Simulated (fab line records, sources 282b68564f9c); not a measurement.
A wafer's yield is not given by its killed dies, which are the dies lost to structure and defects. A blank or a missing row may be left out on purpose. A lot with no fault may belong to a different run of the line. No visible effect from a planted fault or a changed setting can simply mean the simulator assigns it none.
fab line records	flow ritCmos
record: lots: 13	wafers: 39	lastDay: 7
route steps=202 shown PWELL@45 PRETRO@67 FOX2@80 PLDD@123 M1@202
lots that met no fault: from a run of the same line without faults
startH: start of the lot's first displayed wafer, in hours after the record's first day	waitH: hours from the lot's prior step to this one	" identical to the entry in the row above	L1.1+2: several wafers, shown together as one row	- no value present, or no start provided	* or withheld: withheld	< > ~ a bound
route shown NAME@n: names a module that has steps shown in the file, with the first one's number in the route	usual: the fault-free wafers' mean and standard deviation	same: alike in all rows	chamber/n: place in a boat	sites: per-site readings	_std_site: standard deviation across them	_edge_site: inner sites' mean taken away from outer sites' mean	radiusMm: how far each site lies from the wafer's centre	mask NAME#n: copy n	behind: the most recent tool/chamber to have shaped the wafer	hold: what put the lot on hold/how long, in hours/how the hold closed	device: names the non-switching transistor (n, p or np)	end of line: the route-end tests of the same wafers	where a step has no rows: the recipe by itself	killed: dies lost to structure and defects at the first sort, not the wafer's yield	map: per-die view of a wafer (x killed, . not killed, _ where there is no die)
set.NAME: setting as actually run; set.NAME@STEP: the setting as run at that earlier step	model.NAME: the simulator's own value behind a step, which no gauge read
steps of the route over a sample of lots; a table a step, a row a wafer
services: when a tool's chamber went out of use (startH, in hours from the record's first day, below 0 if earlier), for how many hours, and the reason
== steps ==
step: RIT_PWELL_OVL_MEAS_06
usual: PWELL_OVL: 0.7/1.3
lot.wafer	tool	chamber	startH	waitH	PWELL_OVL[nm]
L228.2	overlay-01	-	29.87	-	0.9
L228.3	"	-	"	"	1.0
L228.6	"	-	"	"	-0.9
L229.1	overlay-02	-	33.99	-	0.1
L229.2	"	-	"	"	0.0
L229.3	"	-	"	"	-0.3
L230.2	overlay-02	-	37.90	-	3.5
L230.5	"	-	"	"	2.5
L230.6	"	-	"	"	0.3
L231.1	overlay-02	-	41.92	-	0.7
L231.2	"	-	"	"	3.6
L231.5	"	-	"	"	1.7
L232.3	overlay-01	-	46.86	-	-1.4
L232.5	"	-	"	"	0.2
L232.6	"	-	"	"	-1.0
L233.2	overlay-01	-	55.47	-	1.5
L233.3	"	-	"	"	1.4
L233.5	"	-	"	"	1.2
L235.1	overlay-01	-	66.39	-	1.6
L235.4	"	-	"	"	1.5
L235.5	"	-	"	"	3.4
L238.1	overlay-01	-	81.18	-	0.9
L238.5	"	-	"	"	-0.5
L238.6	"	-	"	"	0.6
L239.1	overlay-02	-	86.99	-	0.5
L239.3	"	-	"	"	0.4
L239.4	"	-	"	"	-0.1
L244.2	overlay-01	-	112.66	-	0.5
L244.3	"	-	"	"	-0.4
L244.4	"	-	"	"	1.9
L248.1	overlay-02	-	127.44	-	0.8
L248.3	"	-	"	"	2.1
L248.5	"	-	"	"	1.2
L249.1	overlay-02	-	131.90	-	-0.9
L249.4	"	-	"	"	1.2
L249.5	"	-	"	"	2.4
L250.1	overlay-01	-	136.82	-	-0.2
L250.2	"	-	"	"	-0.7
L250.6	"	-	"	"	0.9
step: RIT_PRETRO_EXPOSE_03
recipe: maskId: M5	na: 0.57	targetCdNm: 43700	doseMj: 250
usual: exposureDoseMJCm2: 249.97/0.25
lot.wafer	tool	chamber	startH	waitH	mask	exposureDoseMJCm2
L228.2	ilineStepper-01	0	37.97	0.1	M5#0	250.03
L228.3	"	0	"	"	M5#0	249.91
L228.6	"	0	"	"	M5#0	249.96
L229.1	ilineStepper-02	0	42.24	0.2	M5#0	249.98
L229.2	"	0	"	"	M5#0	249.59
L229.3	"	0	"	"	M5#0	249.95
L230.2	ilineStepper-01	0	46.06	0.2	M5#0	249.75
L230.5	"	0	"	"	M5#0	249.98
L230.6	"	0	"	"	M5#0	249.78
L231.1	ilineStepper-01	0	50.04	0.1	M5#0	249.89
L231.2	"	0	"	"	M5#0	249.80
L231.5	"	0	"	"	M5#0	249.64
L232.3	ilineStepper-02	0	55.57	0.2	M5#0	249.82
L232.5	"	0	"	"	M5#0	249.60
L232.6	"	0	"	"	M5#0	250.00
L233.2	ilineStepper-02	0	63.47	0.1	M5#0	250.11
L233.3	"	0	"	"	M5#0	249.95
L233.5	"	0	"	"	M5#0	249.79
L235.1	ilineStepper-02	0	74.51	0.2	M5#0	249.69
L235.4	"	0	"	"	M5#0	249.98
L235.5	"	0	"	"	M5#0	249.93
L238.1	ilineStepper-02	0	89.70	0.1	M5#0	249.68
L238.5	"	0	"	"	M5#0	249.85
L238.6	"	0	"	"	M5#0	249.86
L239.1	ilineStepper-01	0	95.26	0.2	M4#0	250.22
L239.3	"	0	"	"	M4#0	250.42
L239.4	"	0	"	"	M4#0	250.37
L244.2	ilineStepper-01	0	121.31	0.2	M5#0	249.96
L244.3	"	0	"	"	M5#0	249.89
L244.4	"	0	"	"	M5#0	249.82
L248.1	ilineStepper-01	0	136.47	0.2	M5#0	249.68
L248.3	"	0	"	"	M5#0	249.92
L248.5	"	0	"	"	M5#0	249.33
L249.1	ilineStepper-02	0	141.22	0.2	M5#0	249.85
L249.4	"	0	"	"	M5#0	250.10
L249.5	"	0	"	"	M5#0	249.69
L250.1	ilineStepper-01	0	144.94	0.2	M5#0	249.91
L250.2	"	0	"	"	M5#0	249.62
L250.6	"	0	"	"	M5#0	250.05
step: RIT_PRETRO_OVL_MEAS_06
usual: PRETRO_OVL: 0.2/1.4
lot.wafer	tool	chamber	startH	waitH	PRETRO_OVL[nm]
L228.2	overlay-01	-	38.52	-	-1.1
L228.3	"	-	"	"	-2.2
L228.6	"	-	"	"	-0.7
L229.1	overlay-01	-	42.67	-	1.6
L229.2	"	-	"	"	1.7
L229.3	"	-	"	"	-0.2
L230.2	overlay-02	-	46.47	-	1.1
L230.5	"	-	"	"	2.6
L230.6	"	-	"	"	2.7
L231.1	overlay-02	-	50.47	-	1.7
L231.2	"	-	"	"	0.0
L231.5	"	-	"	"	2.8
L232.3	overlay-01	-	55.97	-	-1.7
L232.5	"	-	"	"	-0.1
L232.6	"	-	"	"	0.7
L233.2	overlay-01	-	63.89	-	1.2
L233.3	"	-	"	"	1.9
L233.5	"	-	"	"	-0.5
L235.1	overlay-02	-	74.94	-	-0.5
L235.4	"	-	"	"	-0.5
L235.5	"	-	"	"	0.0
L238.1	overlay-02	-	90.13	-	-1.8
L238.5	"	-	"	"	-1.7
L238.6	"	-	"	"	-0.5
L239.1	overlay-01	-	95.69	-	-
L239.3	"	-	"	"	-
L239.4	"	-	"	"	-
L244.2	overlay-02	-	121.73	-	-0.7
L244.3	"	-	"	"	-0.4
L244.4	"	-	"	"	-0.2
L248.1	overlay-01	-	137.00	-	1.8
L248.3	"	-	"	"	0.2
L248.5	"	-	"	"	0.9
L249.1	overlay-02	-	141.65	-	-2.7
L249.4	"	-	"	"	-1.7
L249.5	"	-	"	"	-0.7
L250.1	overlay-01	-	145.37	-	1.7
L250.2	"	-	"	"	0.8
L250.6	"	-	"	"	0.6
step: RIT_PRETRO_TW_MEAS_10
usual: PRETRO_TW: 471/3.2
lot.wafer	tool	chamber	startH	waitH	hold	PRETRO_TW
L228.2	filmMetro-02	-	39.14	0.1	-	473
L228.3	"	-	"	"	-	475
L228.6	"	-	"	"	-	475
L229.1	filmMetro-04	-	43.28	0.1	-	479
L229.2	"	-	"	"	-	475
L229.3	"	-	"	"	-	477
L230.2	filmMetro-02	-	47.09	0.1	-	472
L230.5	"	-	"	"	-	475
L230.6	"	-	"	"	-	476
L231.1	filmMetro-04	-	51.08	0.1	-	472
L231.2	"	-	"	"	-	474
L231.5	"	-	"	"	-	474
L232.3	filmMetro-02	-	56.59	0.1	-	472
L232.5	"	-	"	"	-	475
L232.6	"	-	"	"	-	474
L233.2	filmMetro-04	-	64.51	0.1	-	470
L233.3	"	-	"	"	-	473
L233.5	"	-	"	"	-	472
L235.1	filmMetro-03	-	75.55	0.1	-	464
L235.4	"	-	"	"	-	466
L235.5	"	-	"	"	-	468
L238.1	filmMetro-03	-	90.74	0.1	-	467
L238.5	"	-	"	"	-	468
L238.6	"	-	"	"	-	466
L239.1	filmMetro-04	-	96.31	0.1	awaitDispo/0.2h/release	30
L239.3	"	-	"	"	awaitDispo/0.2h/release	30
L239.4	"	-	"	"	awaitDispo/0.2h/release	30
L239.1	filmMetro-04	-	96.53	0.2	-	30
L239.3	"	-	"	"	-	30
L239.4	"	-	"	"	-	30
L244.2	filmMetro-03	-	122.35	0.1	-	469
L244.3	"	-	"	"	-	470
L244.4	"	-	"	"	-	468
L248.1	filmMetro-03	-	137.66	0.1	-	470
L248.3	"	-	"	"	-	467
L248.5	"	-	"	"	-	467
L249.1	filmMetro-03	-	142.26	0.1	-	470
L249.4	"	-	"	"	-	470
L249.5	"	-	"	"	-	469
L250.1	filmMetro-03	-	145.98	0.1	-	468
L250.2	"	-	"	"	-	469
L250.6	"	-	"	"	-	470
step: RIT_FOX2_THK_MEAS_91
recipe: reads: SiO2_of_FOX2_OXIDATION_00
usual: FIELD_OXIDE_LEFT_2_THK: 251/6.3
lot.wafer	tool	chamber	startH	waitH	FIELD_OXIDE_LEFT_2_THK[nm]
L228.2	filmMetro-02	-	39.62	0.0	252
L228.3	"	-	"	"	249
L228.6	"	-	"	"	251
L229.1	filmMetro-03	-	43.76	0.0	253
L229.2	"	-	"	"	262
L229.3	"	-	"	"	261
L230.2	filmMetro-03	-	47.57	0.0	243
L230.5	"	-	"	"	246
L230.6	"	-	"	"	249
L231.1	filmMetro-03	-	51.57	0.0	255
L231.2	"	-	"	"	256
L231.5	"	-	"	"	255
L232.3	filmMetro-02	-	57.09	0.0	247
L232.5	"	-	"	"	248
L232.6	"	-	"	"	242
L233.2	filmMetro-01	-	65.02	0.0	249
L233.3	"	-	"	"	244
L233.5	"	-	"	"	251
L235.1	filmMetro-03	-	76.04	0.0	254
L235.4	"	-	"	"	255
L235.5	"	-	"	"	262
L238.1	filmMetro-03	-	91.22	0.0	250
L238.5	"	-	"	"	238
L238.6	"	-	"	"	243
L244.2	filmMetro-02	-	122.85	0.0	249
L244.3	"	-	"	"	252
L244.4	"	-	"	"	257
L248.1	filmMetro-02	-	138.13	0.0	241
L248.3	"	-	"	"	244
L248.5	"	-	"	"	245
L249.1	filmMetro-02	-	142.74	0.0	251
L249.4	"	-	"	"	248
L249.5	"	-	"	"	251
L250.1	filmMetro-01	-	146.46	0.0	248
L250.2	"	-	"	"	252
L250.6	"	-	"	"	251
step: RIT_PLDD_STRIP_09
recipe: chemistry: O2	timeS: 180	resist: NOVOLAK	platenTempC: withheld	powerW: 500	pressureMtorr: 4000	o2FlowSccm: 4000
usual: drypumpMotorCurrentA: 5.7/0.47	o2FlowSccm: 4001/10
lot.wafer	tool	chamber	startH	waitH	drypumpMotorCurrentA	o2FlowSccm	rfHoursCounterH
L228.2	plasmaAsher-03	1	50.67	0.1	5.6	4007	31
L228.3	"	1	"	"	5.6	4001	-
L228.6	"	0	"	"	5.7	4008	-
L229.1	plasmaAsher-02	1	54.97	0.1	5.8	3987	45
L229.2	"	0	"	"	6.6	4004	45
L229.3	"	1	"	"	5.8	4006	-
L230.2	plasmaAsher-01	0	62.40	0.1	5.9	4007	45
L230.5	"	1	"	"	4.9	3982	-
L230.6	"	0	"	"	5.9	4023	-
L231.1	plasmaAsher-01	0	64.72	0.1	5.9	4006	46
L231.2	"	1	"	"	4.9	4005	46
L231.5	"	1	"	"	4.9	4010	-
L232.3	plasmaAsher-01	1	67.80	0.1	4.9	3983	-
L232.5	"	0	"	"	5.9	3988	-
L232.6	"	1	"	"	4.9	3997	-
L233.2	plasmaAsher-01	0	76.35	0.1	5.9	4010	47
L233.3	"	1	"	"	4.9	4003	-
L233.5	"	1	"	"	4.9	4000	-
L235.1	plasmaAsher-02	0	88.60	0.1	6.5	4033	50
L235.4	"	1	"	"	5.8	3998	-
L235.5	"	1	"	"	5.8	4000	-
L238.1	plasmaAsher-01	1	107.57	0.1	4.9	4006	50
L238.5	"	0	"	"	5.8	4003	-
L238.6	"	1	"	"	4.9	3988	-
L244.2	plasmaAsher-03	0	133.37	0.1	5.7	4020	40
L244.3	"	1	"	"	5.6	4012	-
L244.4	"	0	"	"	5.7	4008	-
L248.1	plasmaAsher-02	0	148.81	0.1	6.6	3995	4
L248.3	"	1	"	"	5.8	4001	-
L248.5	"	0	"	"	6.5	3997	-
L249.1	plasmaAsher-03	1	153.89	0.1	5.6	3997	42
L249.4	"	0	"	"	5.7	4011	-
L249.5	"	1	"	"	5.6	4001	-
L250.1	plasmaAsher-03	0	158.21	0.1	5.7	3997	43
L250.2	"	1	"	"	5.6	4013	43
L250.6	"	1	"	"	5.6	4011	-
step: RIT_M1_PROBE_99
usual: defectLimitedYield: 97.5/1.2	killedAtContacts: 0.1/0.29	killedAtFrontEnd: 7/3	killedDies: 7/3	killedOpen: 3.2/2	killedShort: 3.5/2.1	sort_bin_3_pad_short: 0.1/0.23	sort_bin_5_function: 1.4/0.78	sort_bin_6_memory: 1.0/0.65	sortNPass: 257/3	sortYieldPct: 97.5/1.2
same: grossDies: 264	killed_at_M0_to_M3: 0	killed_at_M4_up: 0	killedAtBackSide: 0	killedAtOther: 0
lot.wafer	tool	chamber	startH	waitH	defectLimitedYield[%]	killedAtContacts	killedAtFrontEnd	killedDies	killedOpen	killedShort	sort_bin_3_pad_short[%]	sort_bin_5_function[%]	sort_bin_6_memory[%]	sortNPass	sortYieldPct[%]
L228.2	prober-01	-	64.27	0.1	94.7	0	14	14	6	8	0.4	3.4	1.5	250	94.7
L228.3	prober-01	-	64.32	0.2	96.2	0	10	10	4	6	0	1.9	1.9	254	96.2
L228.6	prober-01	-	64.47	0.2	96.2	1	9	10	6	4	0	2.3	1.5	254	96.2
L229.1	prober-02	-	70.05	0.1	96.2	0	10	10	4	6	0.4	1.9	1.5	254	96.2
L229.2	prober-02	-	70.10	0.1	95.5	0	12	12	5	7	0.4	2.7	1.5	252	95.5
L229.3	prober-02	-	70.15	0.2	95.1	1	12	13	2	11	1.1	0.8	3.0	251	95.1
L230.2	prober-01	-	76.54	0.1	97.0	0	8	8	7	1	0	1.5	1.5	256	97.0
L230.5	prober-01	-	76.69	0.2	98.5	0	4	4	3	1	0	0.8	0.8	260	98.5
L230.6	prober-01	-	76.74	0.2	98.1	0	5	5	2	3	0	1.1	0.8	259	98.1
L231.1	prober-02	-	79.31	0.1	99.2	0	2	2	2	0	0	0.8	0	262	99.2
L231.2	prober-02	-	79.36	0.1	98.1	0	5	5	2	3	0.4	1.1	0.4	259	98.1
L231.5	prober-02	-	79.51	0.2	95.1	0	13	13	7	6	0.4	1.9	2.7	251	95.1
L232.3	prober-01	-	82.45	0.2	97.3	0	7	7	3	4	0	0.8	1.9	257	97.3
L232.5	prober-01	-	82.55	0.2	96.2	0	10	10	5	5	0	2.3	1.5	254	96.2
L232.6	prober-01	-	82.60	0.2	98.5	0	4	4	4	0	0	0.8	0.8	260	98.5
L233.2	prober-02	-	94.42	0.1	95.5	1	11	12	4	8	1.1	1.9	1.5	252	95.5
L233.3	prober-02	-	94.47	0.2	97.0	0	8	8	1	7	0	1.5	1.5	256	97.0
L233.5	prober-02	-	94.57	0.2	97.3	1	6	7	2	5	0	1.9	0.8	257	97.3
L235.1	prober-02	-	102.25	0.1	98.5	0	4	4	1	3	0	1.1	0.4	260	98.5
L235.4	prober-02	-	102.40	0.2	98.9	0	3	3	2	1	0	0.8	0.4	261	98.9
L235.5	prober-02	-	102.45	0.2	97.7	0	6	6	1	5	0	1.1	1.1	258	97.7
L238.1	prober-01	-	122.62	0.1	95.8	0	11	11	5	6	0	3.0	1.1	253	95.8
L238.5	prober-01	-	122.82	0.2	96.6	0	9	9	6	3	0	2.7	0.8	255	96.6
L238.6	prober-01	-	122.87	0.2	99.2	0	2	2	1	1	0	0.8	0	262	99.2
L244.2	prober-01	-	147.45	0.1	98.5	0	4	4	3	1	0	0.8	0.8	260	98.5
L244.3	prober-01	-	147.50	0.2	97.3	0	7	7	5	2	0	1.5	1.1	257	97.3
L244.4	prober-01	-	147.55	0.2	95.5	0	12	12	7	5	0.4	3.4	0.8	252	95.5
L248.1	prober-01	-	164.31	0.1	97.3	0	7	7	6	1	0	2.3	0.4	257	97.3
L248.3	prober-01	-	164.41	0.2	97.7	0	6	6	1	5	0	1.9	0.4	258	97.7
L248.5	prober-01	-	164.51	0.2	97.7	0	6	6	4	2	0	1.9	0.4	258	97.7
L249.1	prober-02	-	167.41	0.1	98.9	0	3	3	3	0	0	0.8	0.4	261	98.9
L249.4	prober-02	-	167.56	0.2	99.2	0	2	2	2	0	0	0.8	0	262	99.2
L249.5	prober-02	-	167.61	0.2	99.2	0	2	2	2	0	0	0.8	0	262	99.2
L250.1	prober-01	-	173.31	0.1	97.3	0	7	7	4	3	0	1.5	1.1	257	97.3
L250.2	prober-01	-	173.36	0.1	97.7	1	5	6	5	1	0	0.8	1.5	258	97.7
L250.6	prober-01	-	173.56	0.2	97.3	0	7	7	3	4	0	1.5	1.1	257	97.3
killed by level:class
L228.2 REOX:geometricParticle:short=3 GATE:geometricParticle:open=2 GATE:geometricParticle:short=2 SPACER:geometricParticle:open=2 SPACER:geometricParticle:short=2 SILICIDE:geometricParticle:open=2 FOX1:geometricParticle:short=1
L228.3 GATE:geometricParticle:short=3 FOX1:geometricParticle:short=1 FOX2:geometricParticle:open=1 FOX2:geometricParticle:short=1 GATE:geometricParticle:open=1 REOX:geometricParticle:open=1 SILICIDE:geometricParticle:short=1 SILICIDE:geometricParticle:open=1
L228.6 SPACER:geometricParticle:short=2 SILICIDE:geometricParticle:open=2 GATE:geometricParticle:short=1 GATE:geometricParticle:open=1 REOX:geometricParticle:open=1 REOX:geometricParticle:short=1 SPACER:geometricParticle:open=1 CONTACT:geometricParticle:open=1
L229.1 GATE:geometricParticle:short=2 FOX1:geometricParticle:open=1 FOX1:geometricParticle:short=1 FOX2:geometricParticle:open=1 REOX:geometricParticle:open=1 REOX:geometricParticle:short=1 SPACER:geometricParticle:short=1 SILICIDE:geometricParticle:open=1
L229.2 FOX1:geometricParticle:open=4 REOX:geometricParticle:short=3 GATE:geometricParticle:short=2 FOX1:geometricParticle:short=1 REOX:geometricParticle:open=1 SPACER:geometricParticle:short=1
L229.3 FOX1:geometricParticle:short=3 GATE:geometricParticle:short=3 REOX:geometricParticle:short=2 SILICIDE:geometricParticle:short=2 FOX1:geometricParticle:open=1 GATE:geometricParticle:open=1 CONTACT:geometricParticle:short=1
L230.2 REOX:geometricParticle:open=3 FOX2:geometricParticle:open=1 GATE:geometricParticle:open=1 SPACER:geometricParticle:open=1 SILICIDE:geometricParticle:short=1 SILICIDE:geometricParticle:open=1
L230.5 FOX2:geometricParticle:short=1 REOX:geometricParticle:open=1 SPACER:geometricParticle:open=1 SILICIDE:geometricParticle:open=1
L230.6 FOX1:geometricParticle:open=1 FOX1:geometricParticle:short=1 GATE:geometricParticle:short=1 REOX:geometricParticle:open=1 SPACER:geometricParticle:short=1
L231.1 REOX:geometricParticle:open=1 SILICIDE:geometricParticle:open=1
L231.2 GATE:geometricParticle:short=1 REOX:geometricParticle:open=1 SPACER:geometricParticle:open=1 SPACER:geometricParticle:short=1 SILICIDE:geometricParticle:short=1
L231.5 GATE:geometricParticle:short=5 SILICIDE:geometricParticle:open=2 FOX1:geometricParticle:open=1 FOX2:geometricParticle:open=1 GATE:geometricParticle:open=1 REOX:geometricParticle:short=1 REOX:geometricParticle:open=1 SPACER:geometricParticle:open=1
L232.3 FOX1:geometricParticle:short=3 FOX1:geometricParticle:open=1 GATE:geometricParticle:open=1 REOX:geometricParticle:open=1 REOX:geometricParticle:short=1
L232.5 GATE:geometricParticle:short=2 SILICIDE:geometricParticle:open=2 FOX1:geometricParticle:open=1 FOX1:geometricParticle:short=1 GATE:geometricParticle:open=1 REOX:geometricParticle:short=1 SPACER:geometricParticle:short=1 SPACER:geometricParticle:open=1
L232.6 SILICIDE:geometricParticle:open=2 GATE:geometricParticle:open=1 REOX:geometricParticle:open=1
L233.2 FOX1:geometricParticle:open=3 GATE:geometricParticle:short=3 FOX2:geometricParticle:short=2 FOX1:geometricParticle:short=1 GATE:geometricParticle:open=1 REOX:geometricParticle:short=1 CONTACT:geometricParticle:short=1
L233.3 GATE:geometricParticle:short=4 FOX1:geometricParticle:short=2 FOX1:geometricParticle:open=1 SILICIDE:geometricParticle:short=1
L233.5 REOX:geometricParticle:short=2 FOX2:geometricParticle:short=1 GATE:geometricParticle:open=1 REOX:geometricParticle:open=1 SILICIDE:geometricParticle:short=1 CONTACT:geometricParticle:short=1
L235.1 FOX1:geometricParticle:short=1 GATE:geometricParticle:short=1 GATE:geometricParticle:open=1 REOX:geometricParticle:short=1
L235.4 FOX1:geometricParticle:open=1 GATE:geometricParticle:open=1 GATE:geometricParticle:short=1
L235.5 GATE:geometricParticle:short=3 GATE:geometricParticle:open=1 REOX:geometricParticle:short=1 SPACER:geometricParticle:short=1
L238.1 GATE:geometricParticle:short=3 FOX1:geometricParticle:short=2 GATE:geometricParticle:open=2 REOX:geometricParticle:open=1 REOX:geometricParticle:short=1 SPACER:geometricParticle:open=1 SILICIDE:geometricParticle:open=1
L238.5 GATE:geometricParticle:short=2 GATE:geometricParticle:open=2 FOX1:geometricParticle:open=1 FOX1:geometricParticle:short=1 FOX2:geometricParticle:open=1 REOX:geometricParticle:open=1 SILICIDE:geometricParticle:open=1
L238.6 GATE:geometricParticle:open=1 REOX:geometricParticle:short=1
L244.2 FOX1:geometricParticle:short=1 FOX1:geometricParticle:open=1 SPACER:geometricParticle:open=1 SILICIDE:geometricParticle:open=1
L244.3 GATE:geometricParticle:open=3 FOX1:geometricParticle:open=1 FOX2:geometricParticle:short=1 SPACER:geometricParticle:short=1 SPACER:geometricParticle:open=1
L244.4 GATE:geometricParticle:open=3 FOX1:geometricParticle:short=2 FOX1:geometricParticle:open=2 GATE:geometricParticle:short=2 FOX2:geometricParticle:open=1 REOX:geometricParticle:short=1 REOX:geometricParticle:open=1
L248.1 GATE:geometricParticle:open=3 REOX:geometricParticle:open=2 FOX1:geometricParticle:open=1 GATE:geometricParticle:short=1
L248.3 GATE:geometricParticle:short=2 SILICIDE:geometricParticle:short=2 SPACER:geometricParticle:short=1 SILICIDE:geometricParticle:open=1
L248.5 SILICIDE:geometricParticle:open=3 GATE:geometricParticle:open=1 GATE:geometricParticle:short=1 SILICIDE:geometricParticle:short=1
L249.1 GATE:geometricParticle:open=3
L249.4 GATE:geometricParticle:open=1 REOX:geometricParticle:open=1
L249.5 FOX1:geometricParticle:open=1 GATE:geometricParticle:open=1
L250.1 GATE:geometricParticle:open=3 FOX1:geometricParticle:short=1 GATE:geometricParticle:short=1 SPACER:geometricParticle:open=1 SILICIDE:geometricParticle:short=1
L250.2 SPACER:geometricParticle:open=2 GATE:geometricParticle:open=1 GATE:geometricParticle:short=1 SILICIDE:geometricParticle:open=1 CONTACT:geometricParticle:open=1
L250.6 SPACER:geometricParticle:short=2 FOX1:geometricParticle:short=1 GATE:geometricParticle:open=1 REOX:geometricParticle:open=1 SILICIDE:geometricParticle:short=1 SILICIDE:geometricParticle:open=1
== services ==
tool	chamber	startH	hours	kind
plasmaAsher-01	-	29.62	2.8	pm
plasmaAsher-03	-	56.99	10.5	repair
ilineStepper-01	-	79.31	13.3	repair
plasmaAsher-02	-	108.75	9.0	pm
plasmaAsher-02	0	108.75	9.0	ventCycle
plasmaAsher-02	1	108.75	9.0	ventCycle
plasmaAsher-02	0	117.75	-	clean
plasmaAsher-02	1	117.75	-	clean
ilineStepper-02	-	120.35	2.1	pm
ilineStepper-02	-	122.44	-	consumableReplace:lamp
plasmaAsher-01	-	129.00	5.6	repair
ilineStepper-01	0	141.03	-	calibration
plasmaAsher-01	-	154.90	2.6	repair
== key ==
firstSign: step: RIT_PRETRO_EXPOSE_03	reading: mask	direction: changed
effect: step: RIT_PRETRO_OVL_MEAS_06	reading: PRETRO_OVL	direction: missing
effect: step: RIT_PRETRO_TW_MEAS_10	reading: visit	direction: added
effect: step: RIT_PRETRO_TW_MEAS_10	reading: PRETRO_TW	direction: down	sigmas: 99+	usual: 471	struck: 30
metAt RIT_PRETRO_EXPOSE_03
struckLots L239
scrappedBehind RIT_PRETRO_TW_MEAS_10 L239.1,L239.3,L239.4
notActingAt RIT_PWELL_OVL_MEAS_06,RIT_FOX2_THK_MEAS_91,RIT_PLDD_STRIP_09
onsetBetween 50.04 95.26
fault: kind: wrongMask	tool: any	chamber: -	onsetH: 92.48	steps: RIT_PRETRO_EXPOSE_03	auxCopy: M4#0	scope: struckLotsOnly
